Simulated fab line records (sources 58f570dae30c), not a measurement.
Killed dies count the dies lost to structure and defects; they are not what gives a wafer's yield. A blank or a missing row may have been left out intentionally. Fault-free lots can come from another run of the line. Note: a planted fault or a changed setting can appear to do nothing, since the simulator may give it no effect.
fab line records + flow berkeleyCmos170
record:
- lots: 6
- wafers: 18
- lastDay: 11
route steps=331 shown V1@257
lots with no fault: from the same line, run without faults
startH: the number of hours between the record's first day and the start of the first shown wafer of the lot + waitH: hours elapsed since this lot's preceding step + " identical to the entry in the row above + L1.1+2: a single row standing in for several wafers + - no value, or no start given + * or withheld: withheld + < > ~ a bound
route shown NAME@n: a module of which the file shows steps, and the number in the route of the first + usual: average and standard deviation across the fault-free wafers + same: alike in all rows + chamber/n: place in a boat + sites: readings site by site + _std_site: their standard deviation + _edge_site: inner sites' mean taken away from outer sites' mean + radiusMm: how far each site lies from the wafer's centre + mask NAME#n: copy n + behind: tool/chamber where the wafer was last shaped + hold: reason for holding the lot/hours on hold/outcome of the hold + device: the transistor (n, p or np) that didn't switch + end of line: tests run on the same wafers once the route is complete + where a step has no rows: the recipe by itself + killed: dies that structure and defects cost at the first sort, which is not the same as the wafer's yield + map: a wafer's dies, x killed, . not, _ none there
set.NAME: the setting the step ran with; set.NAME@STEP: the setting that earlier step ran with + model.NAME: the simulator's own value behind a step, which no gauge read
a table for each step, a row for each wafer; lots at some steps of the route
services: the hour from which a tool's chamber was out of use, counted from the record's first day as startH (under 0 if before that day), plus the number of hours and why
== steps ==
step: UCB170_V1_BOW_MEAS_03
recipe:
- mode: bow
usual:
- V1_BOW: 19/6.8
| lot.wafer | tool         | chamber | startH | waitH | V1_BOW[um] |
|-----------|--------------|---------|--------|-------|------------|
| L404.1    | filmMetro-02 | -       | 155.10 | 0.1   | 20         |
| L404.3    | "            | -       | "      | "     | 10         |
| L404.5    | "            | -       | "      | "     | 12         |
| L406.1    | filmMetro-04 | -       | 155.70 | 0.1   | 28         |
| L406.2    | "            | -       | "      | "     | 20         |
| L406.5    | "            | -       | "      | "     | 15         |
| L416.1    | filmMetro-01 | -       | 217.90 | 0.2   | 22         |
| L416.3    | "            | -       | "      | "     | 12         |
| L416.5    | "            | -       | "      | "     | 14         |
| L417.3    | filmMetro-02 | -       | 227.75 | 0.3   | 7          |
| L417.4    | "            | -       | "      | "     | 16         |
| L417.5    | "            | -       | "      | "     | 12         |
| L422.2    | filmMetro-02 | -       | 249.58 | 0.3   | 24         |
| L422.3    | "            | -       | "      | "     | 17         |
| L422.5    | "            | -       | "      | "     | 17         |
| L424.2    | filmMetro-01 | -       | 257.87 | 0.2   | 17         |
| L424.3    | "            | -       | "      | "     | 21         |
| L424.5    | "            | -       | "      | "     | 17         |
step: UCB170_V1_THK_MEAS_04
recipe:
- reads: SiO2_of_V1_CVD_00
usual:
- V1_POLISHED_THK: 999.9/1.1
| lot.wafer | tool         | chamber | startH | waitH | V1_POLISHED_THK[nm] |
|-----------|--------------|---------|--------|-------|---------------------|
| L404.1    | filmMetro-02 | -       | 155.22 | 0.1   | 1001.6              |
| L404.3    | "            | -       | "      | "     | 1001.8              |
| L404.5    | "            | -       | "      | "     | 1001.5              |
| L406.1    | filmMetro-04 | -       | 155.82 | 0.1   | 1000.7              |
| L406.2    | "            | -       | "      | "     | 1000.8              |
| L406.5    | "            | -       | "      | "     | 1000.6              |
| L416.1    | filmMetro-01 | -       | 218.02 | 0.1   | 999.1               |
| L416.3    | "            | -       | "      | "     | 999.6               |
| L416.5    | "            | -       | "      | "     | 998.6               |
| L417.3    | filmMetro-02 | -       | 227.85 | 0.1   | 1000.4              |
| L417.4    | "            | -       | "      | "     | 1000.0              |
| L417.5    | "            | -       | "      | "     | 1000.4              |
| L422.2    | filmMetro-02 | -       | 249.69 | 0.1   | 999.3               |
| L422.3    | "            | -       | "      | "     | 998.1               |
| L422.5    | "            | -       | "      | "     | 999.4               |
| L424.2    | filmMetro-01 | -       | 257.98 | 0.1   | 1000.9              |
| L424.3    | "            | -       | "      | "     | 999.6               |
| L424.5    | "            | -       | "      | "     | 1000.0              |
step: UCB170_V1_CLEAN_05
recipe:
- chemistry: DIW
step: UCB170_V1_HMDS_06
recipe:
- primeTimeS: 60
- primeTempC: 100
step: UCB170_V1_COAT_07
recipe:
- resist: KrF
- spinRpm: 1500
- resistThkNm: 900
step: UCB170_V1_SOFTBAKE_08
recipe:
- resist: KrF
- tempC: 130
- timeS: 60
step: UCB170_V1_EXPOSE_09
recipe:
- maskId: VIA1
- targetCdNm: 700
- na: 0.5
- sigmaOuter: 0.6
- sourceShape: conventional
- doseMj: 37
step: UCB170_V1_PEB_10
recipe:
- pebTempC: 130
- pebTimeS: withheld
- resist: KrF
step: UCB170_V1_DEVELOP_11
recipe:
- developer: TMAH
- developTimeS: 45
- resist: KrF
- devTempC: 21
step: UCB170_V1_CD_MEAS_12
recipe:
- targetCdNm: 700
usual:
- cdNm: 699.5/1.6
| lot.wafer | tool     | chamber | startH | waitH | cdNm  |
|-----------|----------|---------|--------|-------|-------|
| L404.1    | cdSem-01 | -       | 156.71 | -     | 700.8 |
| L404.3    | "        | -       | "      | "     | 702.3 |
| L404.5    | "        | -       | "      | "     | 700.3 |
| L406.1    | cdSem-02 | -       | 157.09 | -     | 697.5 |
| L406.2    | "        | -       | "      | "     | 697.5 |
| L406.5    | "        | -       | "      | "     | 697.1 |
| L416.1    | cdSem-01 | -       | 220.65 | -     | 699.3 |
| L416.3    | "        | -       | "      | "     | 698.6 |
| L416.5    | "        | -       | "      | "     | 700.4 |
| L417.3    | cdSem-02 | -       | 228.94 | -     | 699.5 |
| L417.4    | "        | -       | "      | "     | 697.6 |
| L417.5    | "        | -       | "      | "     | 699.1 |
| L422.2    | cdSem-01 | -       | 251.31 | -     | 699.7 |
| L422.3    | "        | -       | "      | "     | 700.1 |
| L422.5    | "        | -       | "      | "     | 701.2 |
| L424.2    | cdSem-02 | -       | 259.51 | -     | 699.2 |
| L424.3    | "        | -       | "      | "     | 701.2 |
| L424.5    | "        | -       | "      | "     | 699.6 |
step: UCB170_V1_OVL_MEAS_13
usual:
- V1_OVL: -2/4
| lot.wafer | tool       | chamber | startH | waitH | V1_OVL[nm] |
|-----------|------------|---------|--------|-------|------------|
| L404.1    | overlay-01 | -       | 156.83 | 0.1   | -4         |
| L404.3    | "          | -       | "      | "     | -7         |
| L404.5    | "          | -       | "      | "     | 0          |
| L406.1    | overlay-01 | -       | 157.21 | 0.1   | 2          |
| L406.2    | "          | -       | "      | "     | 1          |
| L406.5    | "          | -       | "      | "     | -2         |
| L416.1    | overlay-01 | -       | 220.77 | 0.1   | -3         |
| L416.3    | "          | -       | "      | "     | -1         |
| L416.5    | "          | -       | "      | "     | 6          |
| L417.3    | overlay-01 | -       | 229.04 | 0.1   | 4          |
| L417.4    | "          | -       | "      | "     | -6         |
| L417.5    | "          | -       | "      | "     | 0          |
| L422.2    | overlay-01 | -       | 251.41 | 0.1   | 1          |
| L422.3    | "          | -       | "      | "     | -8         |
| L422.5    | "          | -       | "      | "     | -5         |
| L424.2    | overlay-01 | -       | 259.61 | 0.1   | -3         |
| L424.3    | "          | -       | "      | "     | -1         |
| L424.5    | "          | -       | "      | "     | 0          |
step: UCB170_V1_ETCH_14
recipe:
- chemistry: CHF3/CF4/Ar
- target: SiO2
- stopOn: Al
- CHF3_flow_sccm: 45
- cf4FlowSccm: 15
- Ar_flow_sccm: 150
- pressureMtorr: 200
- rfW: 700
- targetDepthA: 12500
- overEtchFrac: 0.25
- timeS: 291
usual:
- drypumpMotorCurrentA: 5.8/0.35
- oesProductAu: 0.875/0.011
- rfFwdPowerW: 698.1/2.1
- throttleValvePct: 6.96/0.14
| lot.wafer | tool       | chamber | startH | waitH | drypumpMotorCurrentA | oesProductAu | rfFwdPowerW | rfHoursCounterH | throttleValvePct |
|-----------|------------|---------|--------|-------|----------------------|--------------|-------------|-----------------|------------------|
| L404.1    | rieDiel-01 | 1       | 156.87 | 0.0   | 4.9                  | 0.878        | 698.9       | 121             | 6.99             |
| L404.3    | "          | 2       | "      | "     | 5.8                  | 0.869        | 699.5       | 4               | 7.14             |
| L404.5    | "          | 3       | "      | "     | 6.0                  | 0.879        | 695.9       | -               | 6.93             |
| L406.1    | rieDiel-04 | 2       | 157.24 | 0.0   | 5.8                  | 0.851        | 699.3       | 124             | 7.08             |
| L406.2    | "          | 3       | "      | "     | 6.0                  | 0.886        | 694.9       | 137             | 6.93             |
| L406.5    | "          | 1       | "      | "     | 5.3                  | 0.875        | 696.9       | -               | 6.75             |
| L416.1    | rieDiel-04 | 0       | 220.81 | 0.0   | 6.1                  | 0.874        | 701.4       | 1               | 6.76             |
| L416.3    | "          | 3       | "      | "     | 6.0                  | 0.886        | 696.3       | 141             | 6.92             |
| L416.5    | "          | 1       | "      | "     | 5.2                  | 0.868        | 697.7       | -               | 6.72             |
| L417.3    | rieDiel-04 | 1       | 229.06 | 0.0   | 5.2                  | 0.879        | 694.5       | 32              | 6.73             |
| L417.4    | "          | 3       | "      | "     | 6.0                  | 0.885        | 699.7       | 142             | 6.91             |
| L417.5    | "          | 0       | "      | "     | 6.1                  | 0.865        | 699.7       | -               | 6.75             |
| L422.2    | rieDiel-03 | 0       | 251.44 | 0.0   | 5.7                  | 0.868        | 697.0       | 23              | 6.81             |
| L422.3    | "          | 2       | "      | "     | 5.9                  | 0.881        | 695.8       | 14              | 6.81             |
| L422.5    | "          | 2       | "      | "     | 5.9                  | 0.867        | 697.9       | -               | 6.85             |
| L424.2    | rieDiel-04 | 1       | 259.64 | 0.0   | 5.3                  | 0.876        | 695.6       | 34              | 6.73             |
| L424.3    | "          | 2       | "      | "     | 5.9                  | 0.863        | 696.7       | 129             | 7.06             |
| L424.5    | "          | 1       | "      | "     | 5.3                  | 0.875        | 698.6       | -               | 6.72             |
step: UCB170_V1_STRIP_15
recipe:
- chemistry: O2
- powerW: 400
- pressureMtorr: 3500
- platenTempC: withheld
- o2FlowSccm: 400
- overashFraction: 0.5
usual:
- chamberPressureMTorr: 3500/3.4
- drypumpMotorCurrentA: 5.4/0.31
- oesProductAu: 0.721/0.0047
- overashFraction: 0.5/0
- stripTimeToEndpointS: 15.36/0.12
| lot.wafer | tool           | chamber | startH | waitH | chamberPressureMTorr | drypumpMotorCurrentA | oesProductAu | overashFraction | rfHoursCounterH | stripTimeToEndpointS | model.KrF_of_V1_COAT_07.thkNm |
|-----------|----------------|---------|--------|-------|----------------------|----------------------|--------------|-----------------|-----------------|----------------------|-------------------------------|
| L404.1    | plasmaAsher-03 | 1       | 157.05 | 0.1   | 3500                 | 5.3                  | 0.717        | 0.5             | 45              | 15.24                | 0                             |
| L404.3    | "              | 0       | "      | "     | 3495                 | 5.4                  | 0.715        | 0.5             | -               | 15.03                | 0                             |
| L404.5    | "              | 1       | "      | "     | 3502                 | 5.3                  | 0.716        | 0.5             | -               | 15.36                | 0                             |
| L406.1    | plasmaAsher-01 | 1       | 157.42 | 0.1   | 3506                 | 5.9                  | 0.726        | 0.5             | 4               | 15.42                | 0                             |
| L406.2    | "              | 0       | "      | "     | 3497                 | 5.2                  | 0.724        | 0.5             | 4               | 15.20                | 0                             |
| L406.5    | "              | 0       | "      | "     | 3499                 | 5.2                  | 0.717        | 0.5             | -               | 15.36                | 0                             |
| L416.1    | plasmaAsher-03 | 0       | 220.99 | 0.1   | -                    | -                    | -            | -               | -               | -                    | 618.5                         |
| L416.3    | "              | 1       | "      | "     | -                    | -                    | -            | -               | -               | -                    | 602.7                         |
| L416.5    | "              | 0       | "      | "     | -                    | -                    | -            | -               | -               | -                    | 612                           |
| L417.3    | plasmaAsher-04 | 0       | 229.27 | 0.1   | -                    | -                    | -            | -               | -               | -                    | 613.2                         |
| L417.4    | "              | 1       | "      | "     | -                    | -                    | -            | -               | -               | -                    | 601.8                         |
| L417.5    | "              | 0       | "      | "     | -                    | -                    | -            | -               | -               | -                    | 622.6                         |
| L422.2    | plasmaAsher-03 | 0       | 251.62 | 0.1   | 3498                 | 5.4                  | 0.717        | 0.5             | 55              | 15.26                | 0                             |
| L422.3    | "              | 1       | "      | "     | 3499                 | 5.3                  | 0.719        | 0.5             | -               | 15.46                | 0                             |
| L422.5    | "              | 0       | "      | "     | 3503                 | 5.4                  | 0.721        | 0.5             | -               | 15.42                | 0                             |
| L424.2    | plasmaAsher-03 | 1       | 259.82 | 0.1   | 3493                 | 5.3                  | 0.727        | 0.5             | 56              | 15.39                | 0                             |
| L424.3    | "              | 1       | "      | "     | 3506                 | 5.3                  | 0.717        | 0.5             | -               | 15.25                | 0                             |
| L424.5    | "              | 1       | "      | "     | 3504                 | 5.3                  | 0.724        | 0.5             | -               | 15.41                | 0                             |
step: UCB170_V1_CD_MEAS_90
recipe:
- targetCdNm: 700
usual:
- cdNm: 699.4/1.7
| lot.wafer | tool     | chamber | startH | waitH | cdNm  |
|-----------|----------|---------|--------|-------|-------|
| L404.1    | cdSem-01 | -       | 157.15 | 0.1   | 700.2 |
| L404.3    | "        | -       | "      | "     | 702.8 |
| L404.5    | "        | -       | "      | "     | 700.4 |
| L406.1    | cdSem-01 | -       | 157.52 | 0.1   | 696.0 |
| L406.2    | "        | -       | "      | "     | 697.0 |
| L406.5    | "        | -       | "      | "     | 696.1 |
| L416.1    | cdSem-01 | -       | 221.17 | 0.1   | 698.4 |
| L416.3    | "        | -       | "      | "     | 698.9 |
| L416.5    | "        | -       | "      | "     | 698.6 |
| L417.3    | cdSem-01 | -       | 229.38 | 0.1   | 699.2 |
| L417.4    | "        | -       | "      | "     | 698.6 |
| L417.5    | "        | -       | "      | "     | 699.8 |
| L422.2    | cdSem-01 | -       | 251.74 | 0.1   | 699.6 |
| L422.3    | "        | -       | "      | "     | 699.3 |
| L422.5    | "        | -       | "      | "     | 699.6 |
| L424.2    | cdSem-02 | -       | 259.94 | 0.1   | 698.9 |
| L424.3    | "        | -       | "      | "     | 699.0 |
| L424.5    | "        | -       | "      | "     | 699.8 |
== services ==
| tool           | chamber | startH | hours | kind          |
|----------------|---------|--------|-------|---------------|
| rieDiel-04     | -       | 140.20 | 0.2   | repair        |
| rieDiel-04     | 0       | 155.21 | 22.6  | repair        |
| rieDiel-03     | 3       | 163.79 | 2.7   | repair        |
| plasmaAsher-01 | -       | 169.14 | 2.3   | repair        |
| rieDiel-04     | 0       | 177.81 | -     | clean         |
| rieDiel-04     | 0       | 177.81 | 28.8  | scheduledDown |
| rieDiel-04     | 0       | 177.81 | 28.8  | ventCycle     |
| rieDiel-04     | 2       | 193.88 | 7.4   | repair        |
| rieDiel-03     | 1       | 194.97 | -     | clean         |
| rieDiel-03     | 1       | 194.97 | 15.1  | scheduledDown |
| rieDiel-03     | 1       | 194.97 | 15.1  | ventCycle     |
| plasmaAsher-03 | -       | 199.18 | 10.5  | repair        |
| plasmaAsher-04 | -       | 231.83 | 1.4   | repair        |
| rieDiel-04     | 3       | 241.76 | -     | clean         |
| rieDiel-04     | 3       | 241.76 | 18.6  | scheduledDown |
| rieDiel-04     | 3       | 241.76 | 18.6  | ventCycle     |
| plasmaAsher-03 | -       | 244.97 | 2.8   | pm            |
== key ==
firstSign:
- step: UCB170_V1_STRIP_15
- reading: toolRecord
- direction: missing
effect none on later readings
modelEffect:
- step: UCB170_V1_STRIP_15
- value: KrF_of_V1_COAT_07.thkNm
- without: 0
- struck: 611.8
metAt UCB170_V1_STRIP_15
struckWafers L416.1,L416.3,L416.5,L417.3,L417.4,L417.5
rowsEnd L416.1,L416.3,L416.5
laterRowsLeftOut L417.3,L417.4,L417.5
sortLeftOut L417.3,L417.4,L417.5
onsetBetween 157.05 220.99
earlierFault:
- kind: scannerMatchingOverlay
- tool: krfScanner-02
- chamber: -
- onsetH: 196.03
- steps: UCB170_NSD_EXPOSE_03
- offset: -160
fault:
- kind: skippedStepWhole
- tool: plasmaAsher-03,plasmaAsher-04
- chamber: -
- onsetH: 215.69
- steps: UCB170_V1_STRIP_15
- scope: struckLotsOnly
sortLeftOut: the simulated sort isn't trusted on such a fault, so these wafers' sort isn't shown, and their yield isn't known
laterRowsLeftOut: the simulator's readings of these wafers behind a module that went badly wrong aren't trusted and aren't shown, but for the sort
rowsEnd: these wafers met a further fault down the route, and their rows from its step on are left out
